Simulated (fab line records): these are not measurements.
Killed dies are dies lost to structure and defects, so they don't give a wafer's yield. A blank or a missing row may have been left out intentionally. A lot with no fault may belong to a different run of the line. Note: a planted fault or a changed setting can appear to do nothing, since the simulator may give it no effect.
Chamber matching | flow rit-cmos | RIT_CONTACT_CVD_00 on pecvd-01 has 3 sister chambers
The step deposits SiO2 from TEOS, target thk 400 nm, time 61 s. 3 wafers are shown with their chamber, then 7 later ones without.

WAFERS, EACH WITH ITS CHAMBER
wafer  | chamber | run-length-s (s)
L840.6 | 2       | 89.2
L843.4 | 1       | 89.5
L843.5 | 0       | 88.4

WAFERS WITHOUT THEIR CHAMBER
wafer  | run-length-s (s)
L843.6 | 89.2
L846.1 | 88.8
L846.3 | 88.6
L846.6 | 89.5
L849.1 | 88.9
L849.4 | 88.9
L849.5 | 90.0

THE CHAMBER EACH PASSED THROUGH
wafer  | from the rows above          | in truth
L843.6 | can't be placed: 2 or 1      | 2
L846.1 | can't be placed: 0 or 2 or 1 | 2
L846.3 | can't be placed: 0 or 2      | 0
L846.6 | can't be placed: 1 or 2      | 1
L849.1 | can't be placed: 2 or 0 or 1 | 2
L849.4 | can't be placed: 2 or 0 or 1 | 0
L849.5 | can't be placed: 1 or 2      | 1
Placed correctly: 0 of 7. Not placeable from these rows: 7 (in 7, the candidates include the true chamber). 0 placed wrongly.
How it was worked out, from the rows above alone: a wafer's distance from a chamber is the root of the sum, over the readings, of the square of ((its reading less the chamber's mean) divided by the reading's scatter). The wafer belongs to the nearest chamber; if the next one is less than 2 further off, it can't be placed. For every chamber, the mean is computed from those of its wafers that are shown. The scatter: root of mean squared gap, hidden wafer to nearest shown wafer, with one shown wafer a chamber.
